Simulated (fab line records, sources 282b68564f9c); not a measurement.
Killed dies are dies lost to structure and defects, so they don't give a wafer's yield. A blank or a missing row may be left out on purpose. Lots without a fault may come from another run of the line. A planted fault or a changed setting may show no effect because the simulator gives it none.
Which tool did it? | flow rit_cmos | 13 lots, 39 wafers sampled, at 3 steps of a route of 202

WHAT THE GAUGES READ, wafer by wafer
RIT_ACTIVE_CD_MEAS_11: target cd 1400 nm. Usual: cd_nm 1400.4 nm, standard deviation 2.4.
lot  | measured    | on        | cd_nm (nm)           | flag
L342 | day 1 14:43 | cd_sem-02 | 1399.2 1401.8 1401.4 |
L344 | day 2 00:26 | cd_sem-01 | 1400.5 1401.2 1400.6 |
L345 | day 2 05:40 | cd_sem-01 | 1398.2 1397.7 1397.9 |
L346 | day 2 12:11 | cd_sem-02 | 1402.9 1405.0 1403.6 |
L347 | day 2 15:26 | cd_sem-02 | 1402.0 1401.7 1401.7 |
L348 | day 2 20:34 | cd_sem-01 | 1399.4 1400.4 1400.9 |
L349 | day 3 01:34 | cd_sem-01 | 1399.0 1398.7 1399.4 |
L350 | day 3 06:28 | cd_sem-02 | 1401.5 1404.0 1400.5 |
L351 | day 3 13:09 | cd_sem-01 | 1397.1 1398.8 1398.9 |
L352 | day 3 16:26 | cd_sem-01 | 1395.7 1397.0 1397.8 |
L353 | day 3 21:34 | cd_sem-01 | 1400.0 1399.0 1401.3 |
L355 | day 4 07:36 | cd_sem-01 | 1399.6 1402.0 1401.2 |
L365 | day 6 14:44 | cd_sem-01 | 1400.1 1400.4 1398.4 |

RIT_ACTIVE_CD_MEAS_90: target cd 1400 nm. Usual: cd_nm 1400.5 nm, standard deviation 2.4.
lot  | measured    | on        | cd_nm (nm)           | flag
L342 | day 1 15:17 | cd_sem-01 | 1399.7 1402.0 1401.6 |
L344 | day 2 01:14 | cd_sem-02 | 1400.8 1401.3 1400.7 |
L345 | day 2 06:14 | cd_sem-02 | 1398.0 1398.3 1398.4 |
L346 | day 2 12:46 | cd_sem-02 | 1403.2 1404.7 1403.4 |
L347 | day 2 16:01 | cd_sem-01 | 1401.8 1401.7 1402.0 |
L348 | day 2 21:08 | cd_sem-02 | 1399.4 1400.0 1400.2 |
L349 | day 3 02:08 | cd_sem-02 | 1399.5 1398.3 1399.2 |
L350 | day 3 07:03 | cd_sem-02 | 1401.3 1404.7 1400.2 |
L351 | day 3 13:44 | cd_sem-01 | 1396.9 1398.7 1399.1 |
L352 | day 3 17:01 | cd_sem-02 | 1395.9 1397.0 1397.7 |
L353 | day 3 22:08 | cd_sem-01 | 1399.9 1398.8 1401.6 |
L355 | day 4 08:11 | cd_sem-02 | 1399.7 1401.9 1401.5 |
L365 | day 6 15:18 | cd_sem-01 | 1400.4 1400.3 1398.8 |

RIT_PLDD_TW_MEAS_10. Usual: PLDD_TW 2345, standard deviation 11.
lot  | measured    | on            | PLDD_TW        | flag
L342 | day 2 20:13 | film_metro-02 | 2347 2333 2339 |
L344 | day 3 06:35 | film_metro-01 | 2340 2336 2332 |
L345 | day 3 10:39 | film_metro-04 | 2348 2357 2349 |
L346 | day 3 18:19 | film_metro-02 | 2344 2339 2338 |
L347 | day 3 21:32 | film_metro-04 | 2343 2344 2320 |
L348 | day 4 02:07 | film_metro-01 | 2342 2354 2353 |
L349 | day 4 06:04 | film_metro-04 | 2363 2349 2351 |
L350 | day 4 12:33 | film_metro-02 | 2341 2324 2340 |
L351 | day 4 18:32 | film_metro-02 | 2334 2340 2334 |
L352 | day 4 22:10 | film_metro-02 | 2336 2348 2333 |
L353 | day 5 02:38 | film_metro-01 | 2346 2344 2340 |
L355 | day 5 16:37 | film_metro-02 | 2351 2347 2340 |
L365 | day 8 04:25 | film_metro-01 | 2353 2366 2362 |

WHICH TOOL RAN EACH LOT (tool, then ch and the chambers of the sampled wafers, then the start)
The record holds no process step before these readings.

WHAT THE TOOLS THEMSELVES READ (means of the sampled wafers that have a number; where no wafer has one, the mark that the record gives instead)
The record holds no such reading with a usual standard deviation.

THE ANSWER, worked out from the rows above alone
Rule: a lot is off if the mean of its wafers that have a number lies more than 3 standard deviations from the usual mean. A lot without any number at a reading at which 4 lots or more have one is off too. The other lots that the step has rows for count as sound. The gauges are gone through in route order, then the tools' own readings, and for those a lot's mean is taken as printed above. The first step at which some lot is off is used, and at that step the reading that is off furthest; a lot without a number counts as furthest.
No lot is off at any reading shown: from this, nothing can be told.

WHAT THE SIMULATOR HAD PUT IN
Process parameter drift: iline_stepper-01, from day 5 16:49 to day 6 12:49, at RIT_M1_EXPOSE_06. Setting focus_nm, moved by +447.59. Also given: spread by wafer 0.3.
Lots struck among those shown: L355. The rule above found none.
